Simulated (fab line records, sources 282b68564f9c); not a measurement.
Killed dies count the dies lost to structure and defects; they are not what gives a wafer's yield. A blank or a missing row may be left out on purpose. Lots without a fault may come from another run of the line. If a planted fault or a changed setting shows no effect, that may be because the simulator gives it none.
Code-filled problem report in 8D (eight disciplines) form | flow ritCmos | the parts of the form that need people (team, actions taken, sign-off) are left out

## 1. THE PROBLEM
Mean of killed_at_M0_to_M3 at RIT_M1_PROBE_99: 256.7 across 6 wafers in 2 lots; on wafers with no fault it is 0.0 (standard deviation 0.083). That is +99 or more standard deviations from the usual mean.
First observed at day 7 12:14: wafer L815.1, on prober-02. The record has a number at this step for 42 wafers belonging to 14 lots. Rule for "out", or "out of limits": more than 4 standard deviations from the usual mean. The rest of the wafers with a number are treated as sound.

## 2. WHAT IT IS, WHAT IT ISN'T
question                    | is                                          | is not
which readings at this step | killed_at_M0_to_M3, killedDies, killedOnRim | killedAtFrontEnd, killedOpen, killedShort
which lots                  | L815, L816                                  | L798, L801, L804, L806, L809, L810, L812, L813, L818, L819, L820, L821
which wafers of those lots  | all that have a number                      | -
read on which tools         | prober-01, prober-02                        | -
when                        | from day 7 12:14                            | up to then (24 sound wafers); but 12 sound wafers of L818, L819, L820, L821 came after

## 3. THE SUSPECTS, EACH WITH WHAT RULES IT OUT
Counting: a tool at any process step up to the reading remains a suspect when it ran all the lots that are out and ran no sound lot after the first of those.
- plasmaAsher-04 at RIT_CONTACT_STRIP_12 (strips in O2, time 180 s): ruled out as a lasting fault. Following L815 (day 7 06:27), the first lot on it that is out, the sound lots L819, L820 were run on it.
Left after counting: nothing in the record.

## 4. THE CAUSE (what the simulator had put in)
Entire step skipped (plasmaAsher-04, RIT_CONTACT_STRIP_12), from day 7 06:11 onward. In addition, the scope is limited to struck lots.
The count ruled it out by mistake, since the rule takes a fault to strike every lot its tool runs from the start of the fault on, and this one did not do so.

## 5. SEQUENCE OF EFFECTS, ordered by route
Each row: a reading whose mean over the struck wafers that have a number lies more than 3 standard deviations from the usual. Scope: only readings with a usual standard deviation given in the record; hours: median across lots of the time from each lot's start at the first step in this table that gives one to its start at this step; sigmas: change in usual standard deviations.
hours | step            | reading            | usual | on struck wafers | change | sigmas
0     | RIT_M1_PROBE_99 | killed_at_M0_to_M3 | 0.0   | 256.7            | +256.7 | +99 or more
0     | RIT_M1_PROBE_99 | killedDies         | 7     | 264              | +257   | +80
0     | RIT_M1_PROBE_99 | killedOnRim        | 1.9   | 70.0             | +68.1  | +45
Its process steps:
- RIT_M1_PROBE_99
Readings that are blank on the struck wafers while sound wafers have them: chamberPressureMTorr at RIT_CONTACT_STRIP_12; drypumpMotorCurrentA at RIT_CONTACT_STRIP_12.

## 6. HOW IT WOULD HAVE BEEN CAUGHT EARLIER
6 hours passed between the start of the fault at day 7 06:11 and the first reading out of limits in this record, taken at day 7 12:14.
At RIT_CONTACT_STRIP_12 the tool's readings are blank on the struck wafers, where sound wafers have them: an empty tool record is the first sign, and it was there at once.
